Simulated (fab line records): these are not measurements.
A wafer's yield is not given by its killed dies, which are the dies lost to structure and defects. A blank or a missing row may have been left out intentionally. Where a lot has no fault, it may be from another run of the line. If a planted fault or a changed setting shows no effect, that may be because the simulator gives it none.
fab line records ; flow rit-cmos
record lots=14; wafers=42; last-day=7
route steps=202 shown ACTIVE@14 PLDD@120 PSD@152 M1@201
lots with no fault: from the same line, run without faults
start-h: hours from the record's first day to the start of the lot's first wafer shown ; wait-h: hours elapsed since this lot's preceding step ; " repeats the value in the row above ; L1.1+2: several wafers, shown together as one row ; - no value, or no start was given ; * or withheld: withheld ; < > ~ a bound
route shown NAME@n: names a module that has steps shown in the file, with the first one's number in the route ; usual: average and standard deviation across the fault-free wafers ; same: alike in all rows ; chamber/n: place in a boat ; sites: readings site by site ; _std_site: the values' standard deviation ; _edge_site: outer sites' mean less inner sites' ; radius-mm: how far each site lies from the wafer's centre ; mask NAME#n: copy n ; behind: the last tool/chamber to shape the wafer ; hold: why the lot was held/for how many hours/how that ended ; device: the transistor (n, p or np) that didn't switch ; end of line: the tests these same wafers got at the end of their route ; a step without rows: its recipe alone ; killed: not the wafer's yield, but the dies lost to structure and defects at the first sort ; map: a wafer's dies, x killed, . not, _ none there
set.NAME: setting as actually run; set.NAME@STEP: the setting as run at that earlier step ; model.NAME: the simulator's own value behind a step, which no gauge read
route steps across a sampled set of lots; one table per step, one row per wafer
services: a tool's chamber out of use, with start hour (start-h, from the record's first day; less than 0 if before it), hours out, and reason
## steps
# step RIT_ACTIVE_ETCH_13
# recipe stop-on=SiO2; chemistry=SF6; target=Si3N4; time-s=210; over-etch-frac=0.4; SF6_flow_sccm=200; pressure-mtorr=260; rf-w=125; target-depth-a=2100
# usual SF6_flow_sccm=199.9/0.6; chamber-pressure-mTorr=260.00/0.22; drypump-motor-current-A=5.9/0.36; oes-product-au=0.823/0.015; throttle-valve-pct=7.44/0.094
lot.wafer;tool;chamber;start-h;wait-h;SF6_flow_sccm;chamber-pressure-mTorr;drypump-motor-current-A;oes-product-au;rf-hours-counter-h;throttle-valve-pct
L140.2;rie-diel-03;1;14.78;0.1;200.5;260.00;5.5;0.840;158;7.32
L140.3;rie-diel-03;0;14.78;0.1;199.5;260.30;5.7;0.833;139;7.46
L140.6;rie-diel-03;3;14.78;0.1;200.7;260.02;5.7;0.811;-;7.36
L141.3;rie-diel-04;0;20.06;0.1;200.5;259.99;5.9;0.832;121;7.49
L141.5;rie-diel-04;2;20.06;0.1;199.8;260.24;5.7;0.841;-;7.40
L141.6;rie-diel-04;1;20.06;0.1;199.8;260.10;6.2;0.811;-;7.53
L143.2;rie-diel-02;0;29.71;0.1;199.7;260.05;6.4;0.830;137;7.45
L143.3;rie-diel-02;1;29.71;0.1;199.3;259.89;5.9;0.821;52;7.23
L143.5;rie-diel-02;1;29.71;0.1;198.4;259.84;5.9;0.826;-;7.23
L144.1;rie-diel-02;3;35.23;0.1;201.1;260.11;5.5;0.832;96;7.59
L144.2;rie-diel-02;1;35.23;0.1;199.2;260.04;5.8;0.826;52;7.22
L144.5;rie-diel-02;0;35.23;0.1;199.3;259.73;6.4;0.820;-;7.43
L145.1;rie-diel-04;2;40.42;0.1;200.1;260.23;5.6;0.843;108;7.39
L145.5;rie-diel-04;2;40.42;0.1;201.0;260.36;5.6;0.837;-;7.38
L145.6;rie-diel-04;1;40.42;0.1;200.4;259.87;6.1;0.834;-;7.54
L146.2;rie-diel-03;2;44.83;0.1;200.5;260.00;6.7;0.795;50;7.46
L146.5;rie-diel-03;0;44.83;0.1;199.8;260.16;5.7;0.821;-;7.47
L146.6;rie-diel-03;3;44.83;0.1;199.0;260.24;5.7;0.807;-;7.36
L147.4;rie-diel-02;1;49.88;0.1;200.0;259.66;5.9;0.829;-;7.23
L147.5;rie-diel-02;0;49.88;0.1;198.7;260.04;6.4;0.814;-;7.43
L147.6;rie-diel-02;3;49.88;0.1;199.4;260.22;5.4;0.833;-;7.59
L148.2;rie-diel-04;2;54.83;0.1;199.8;260.03;5.7;0.830;108;7.38
L148.5;rie-diel-04;1;54.83;0.1;199.8;259.91;6.2;0.812;-;7.54
L148.6;rie-diel-04;0;54.83;0.1;199.9;260.08;5.9;0.836;-;7.48
L149.1;rie-diel-03;2;59.71;0.1;-;-;-;-;-;-
L149.2;rie-diel-03;0;59.71;0.1;-;-;-;-;-;-
L149.4;rie-diel-03;1;59.71;0.1;-;-;-;-;-;-
L150.1;rie-diel-03;1;64.83;0.1;-;-;-;-;-;-
L150.3;rie-diel-03;0;64.83;0.1;-;-;-;-;-;-
L150.6;rie-diel-03;2;64.83;0.1;-;-;-;-;-;-
L155.2;rie-diel-04;2;89.83;0.1;200.0;260.24;5.6;0.825;108;7.39
L155.3;rie-diel-04;3;89.83;0.1;200.0;259.36;5.8;0.841;59;7.44
L155.5;rie-diel-04;0;89.83;0.1;199.7;259.78;5.9;0.827;-;7.47
L160.1;rie-diel-02;2;114.83;0.1;201.2;260.19;5.5;0.787;148;7.47
L160.4;rie-diel-02;0;114.83;0.1;199.9;259.71;6.4;0.818;139;7.45
L160.5;rie-diel-02;3;114.83;0.1;199.7;260.11;5.5;0.820;-;7.60
L161.1;rie-diel-04;2;119.83;0.1;199.6;260.19;5.7;0.836;109;7.40
L161.4;rie-diel-04;3;119.83;0.1;201.3;259.91;5.8;0.855;60;7.44
L161.5;rie-diel-04;3;119.83;0.1;199.9;259.91;5.8;0.849;-;7.44
L163.1;rie-diel-04;1;129.83;0.1;200.0;260.49;6.1;0.813;117;7.54
L163.3;rie-diel-04;0;129.83;0.1;199.4;259.38;5.9;0.825;123;7.48
L163.5;rie-diel-04;2;129.83;0.1;200.1;259.93;5.7;0.842;-;7.38
# step RIT_ACTIVE_CD_MEAS_90
# recipe target-cd-nm=1400
# usual cd-nm=1400.5/2.4
lot.wafer;tool;chamber;start-h;wait-h;cd-nm
L140.2;cd-sem-01;-;15.11;0.1;1398.4
L140.3;cd-sem-01;-;15.11;0.1;1397.7
L140.6;cd-sem-01;-;15.11;0.1;1396.8
L141.3;cd-sem-01;-;20.41;0.1;1399.2
L141.5;cd-sem-01;-;20.41;0.1;1399.4
L141.6;cd-sem-01;-;20.41;0.1;1399.8
L143.2;cd-sem-01;-;30.04;0.1;1400.1
L143.3;cd-sem-01;-;30.04;0.1;1401.1
L143.5;cd-sem-01;-;30.04;0.1;1399.2
L144.1;cd-sem-02;-;35.53;0.1;1399.5
L144.2;cd-sem-02;-;35.53;0.1;1402.3
L144.5;cd-sem-02;-;35.53;0.1;1401.1
L145.1;cd-sem-01;-;40.73;0.1;1399.1
L145.5;cd-sem-01;-;40.73;0.1;1401.8
L145.6;cd-sem-01;-;40.73;0.1;1399.8
L146.2;cd-sem-01;-;45.16;0.1;1405.3
L146.5;cd-sem-01;-;45.16;0.1;1405.7
L146.6;cd-sem-01;-;45.16;0.1;1406.3
L147.4;cd-sem-01;-;50.18;0.1;1400.5
L147.5;cd-sem-01;-;50.18;0.1;1400.1
L147.6;cd-sem-01;-;50.18;0.1;1401.1
L148.2;cd-sem-01;-;55.16;0.1;1398.2
L148.5;cd-sem-01;-;55.16;0.1;1397.8
L148.6;cd-sem-01;-;55.16;0.1;1398.6
L149.1;cd-sem-02;-;60.02;0.1;-
L149.2;cd-sem-02;-;60.02;0.1;-
L149.4;cd-sem-02;-;60.02;0.1;-
L150.1;cd-sem-01;-;65.14;0.1;-
L150.3;cd-sem-01;-;65.14;0.1;-
L150.6;cd-sem-01;-;65.14;0.1;-
L155.2;cd-sem-02;-;90.16;0.1;1398.4
L155.3;cd-sem-02;-;90.16;0.1;1399.5
L155.5;cd-sem-02;-;90.16;0.1;1400.4
L160.1;cd-sem-01;-;115.14;0.1;1404.2
L160.4;cd-sem-01;-;115.14;0.1;1401.8
L160.5;cd-sem-01;-;115.14;0.1;1401.9
L161.1;cd-sem-02;-;120.14;0.1;1403.7
L161.4;cd-sem-02;-;120.14;0.1;1402.9
L161.5;cd-sem-02;-;120.14;0.1;1403.3
L163.1;cd-sem-01;-;130.14;0.1;1401.3
L163.3;cd-sem-01;-;130.14;0.1;1401.4
L163.5;cd-sem-01;-;130.14;0.1;1401.7
# step RIT_PLDD_OVL_MEAS_06
# usual PLDD_OVL=0.0/1.3
lot.wafer;tool;chamber;start-h;wait-h;PLDD_OVL[nm]
L140.2;overlay-01;-;44.09;-;-0.9
L140.3;overlay-01;-;44.09;-;0.1
L140.6;overlay-01;-;44.09;-;0.5
L141.3;overlay-01;-;49.45;-;-0.6
L141.5;overlay-01;-;49.45;-;0.5
L141.6;overlay-01;-;49.45;-;0.9
L143.2;overlay-02;-;58.52;-;-1.9
L143.3;overlay-02;-;58.52;-;-0.8
L143.5;overlay-02;-;58.52;-;-0.9
L144.1;overlay-02;-;64.32;-;-1.8
L144.2;overlay-02;-;64.32;-;-1.2
L144.5;overlay-02;-;64.32;-;-1.0
L145.1;overlay-02;-;68.52;-;-0.5
L145.5;overlay-02;-;68.52;-;-0.1
L145.6;overlay-02;-;68.52;-;1.6
L146.2;overlay-01;-;72.92;-;3.4
L146.5;overlay-01;-;72.92;-;2.2
L146.6;overlay-01;-;72.92;-;1.8
L147.4;overlay-02;-;79.18;-;-0.2
L147.5;overlay-02;-;79.18;-;-0.4
L147.6;overlay-02;-;79.18;-;-1.4
L148.2;overlay-02;-;83.67;-;0.9
L148.5;overlay-02;-;83.67;-;1.5
L148.6;overlay-02;-;83.67;-;3.1
L155.2;overlay-01;-;117.20;-;1.5
L155.3;overlay-01;-;117.20;-;2.1
L155.5;overlay-01;-;117.20;-;0.5
L160.1;overlay-02;-;142.72;-;0.3
L160.4;overlay-02;-;142.72;-;-0.3
L160.5;overlay-02;-;142.72;-;1.1
L161.1;overlay-02;-;148.67;-;-1.7
L161.4;overlay-02;-;148.67;-;-2.7
L161.5;overlay-02;-;148.67;-;-0.7
L163.1;overlay-02;-;158.92;-;0.9
L163.3;overlay-02;-;158.92;-;2.8
L163.5;overlay-02;-;158.92;-;1.3
# step RIT_PSD_TW_MEAS_10
# usual PSD_TW=3430/15
lot.wafer;tool;chamber;start-h;wait-h;PSD_TW
L140.2;film-metro-04;-;50.35;0.1;3438
L140.3;film-metro-04;-;50.35;0.1;3421
L140.6;film-metro-04;-;50.35;0.1;3430
L141.3;film-metro-04;-;55.38;0.1;3444
L141.5;film-metro-04;-;55.38;0.1;3447
L141.6;film-metro-04;-;55.38;0.1;3443
L143.2;film-metro-04;-;64.63;0.1;3424
L143.3;film-metro-04;-;64.63;0.1;3419
L143.5;film-metro-04;-;64.63;0.1;3444
L144.1;film-metro-04;-;70.46;0.1;3432
L144.2;film-metro-04;-;70.46;0.1;3439
L144.5;film-metro-04;-;70.46;0.1;3418
L145.1;film-metro-04;-;74.49;0.1;3427
L145.5;film-metro-04;-;74.49;0.1;3429
L145.6;film-metro-04;-;74.49;0.1;3429
L146.2;film-metro-03;-;79.02;0.1;3406
L146.5;film-metro-03;-;79.02;0.1;3418
L146.6;film-metro-03;-;79.02;0.1;3406
L147.4;film-metro-02;-;85.16;0.1;3428
L147.5;film-metro-02;-;85.16;0.1;3427
L147.6;film-metro-02;-;85.16;0.1;3416
L148.2;film-metro-02;-;89.80;0.1;3436
L148.5;film-metro-02;-;89.80;0.1;3454
L148.6;film-metro-02;-;89.80;0.1;3437
L155.2;film-metro-04;-;123.45;0.1;3447
L155.3;film-metro-04;-;123.45;0.1;3430
L155.5;film-metro-04;-;123.45;0.1;3438
L160.1;film-metro-02;-;148.75;0.1;3447
L160.4;film-metro-02;-;148.75;0.1;3426
L160.5;film-metro-02;-;148.75;0.1;3445
L161.1;film-metro-02;-;154.52;0.1;3446
L161.4;film-metro-02;-;154.52;0.1;3457
L161.5;film-metro-02;-;154.52;0.1;3466
L163.1;film-metro-02;-;166.40;0.1;3451
L163.3;film-metro-02;-;166.40;0.1;3459
L163.5;film-metro-02;-;166.40;0.1;3439
# step RIT_M1_BOW_MEAS_16
# recipe mode=bow
# usual M1_BOW=15/6.9
lot.wafer;tool;chamber;start-h;wait-h;M1_BOW[um]
L140.2;film-metro-02;-;58.57;0.0;23
L140.3;film-metro-02;-;58.57;0.0;11
L140.6;film-metro-02;-;58.57;0.0;22
L141.3;film-metro-02;-;63.19;0.0;21
L141.5;film-metro-02;-;63.19;0.0;15
L141.6;film-metro-02;-;63.19;0.0;6
L143.2;film-metro-02;-;75.00;0.0;3
L143.3;film-metro-02;-;75.00;0.0;11
L143.5;film-metro-02;-;75.00;0.0;21
L144.1;film-metro-02;-;78.84;0.0;6
L144.2;film-metro-02;-;78.84;0.0;31
L144.5;film-metro-02;-;78.84;0.0;10
L145.1;film-metro-02;-;82.69;0.0;22
L145.5;film-metro-02;-;82.69;0.0;18
L145.6;film-metro-02;-;82.69;0.0;4
L146.2;film-metro-02;-;88.11;0.0;18
L146.5;film-metro-02;-;88.11;0.0;23
L146.6;film-metro-02;-;88.11;0.0;14
L147.4;film-metro-04;-;93.27;0.1;9
L147.5;film-metro-04;-;93.27;0.1;20
L147.6;film-metro-04;-;93.27;0.1;9
L148.2;film-metro-04;-;97.98;0.0;18
L148.5;film-metro-04;-;97.98;0.0;10
L148.6;film-metro-04;-;97.98;0.0;31
L155.2;film-metro-03;-;131.36;0.0;8
L155.3;film-metro-03;-;131.36;0.0;18
L155.5;film-metro-03;-;131.36;0.0;10
L160.1;film-metro-04;-;156.34;0.0;17
L160.4;film-metro-04;-;156.34;0.0;10
L160.5;film-metro-04;-;156.34;0.0;14
L161.1;film-metro-04;-;162.24;0.0;16
L161.4;film-metro-04;-;162.24;0.0;12
L161.5;film-metro-04;-;162.24;0.0;24
L163.1;film-metro-04;-;174.22;0.0;10
L163.3;film-metro-04;-;174.22;0.0;1
L163.5;film-metro-04;-;174.22;0.0;15
## services
tool;chamber;start-h;hours;kind
rie-diel-02;3;7.21;1.9;repair
rie-diel-04;-;28.55;2.8;pm
rie-diel-02;2;48.25;9.4;repair
rie-diel-02;-;62.39;2.6;repair
rie-diel-04;2;81.07;4.4;repair
rie-diel-03;1;99.89;-;clean
rie-diel-03;1;99.89;15.5;scheduled-down
rie-diel-03;1;99.89;15.5;vent-cycle
rie-diel-04;-;103.65;0.6;repair
rie-diel-03;-;106.14;1.3;repair
rie-diel-03;-;124.90;0.2;repair
## key
first-sign step=RIT_ACTIVE_ETCH_13; reading=tool-record; direction=missing
effect step=RIT_ACTIVE_CD_MEAS_90; reading=cd-nm; direction=missing
met-at RIT_ACTIVE_ETCH_13
struck-lots L149,L150
later-rows-left-out L149.1,L149.2,L149.4,L150.1,L150.3,L150.6
sort-left-out L149.1,L149.2,L149.4,L150.1,L150.3,L150.6
tester-left-out L149,L150
not-acting-at RIT_PLDD_OVL_MEAS_06,RIT_PSD_TW_MEAS_10,RIT_M1_BOW_MEAS_16
onset-between 44.83 59.71
fault kind=skipped-step-whole; tool=rie-diel-03; chamber=-; onset-h=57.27; steps=RIT_ACTIVE_ETCH_13; scope=struck-lots-only
# tester-left-out: of these lots the tester's yield and bins aren't shown, on N5 and GAA mostly nor the transistor test; their killed dies are dies lost to structure and defects alone, not to doping, threshold or leakage, so they don't give the yield
# sort-left-out: the simulated sort isn't trusted on such a fault, so these wafers' sort isn't shown, and their yield isn't known
# later-rows-left-out: the simulator's readings of these wafers behind a module that went badly wrong aren't trusted and aren't shown, but for the sort
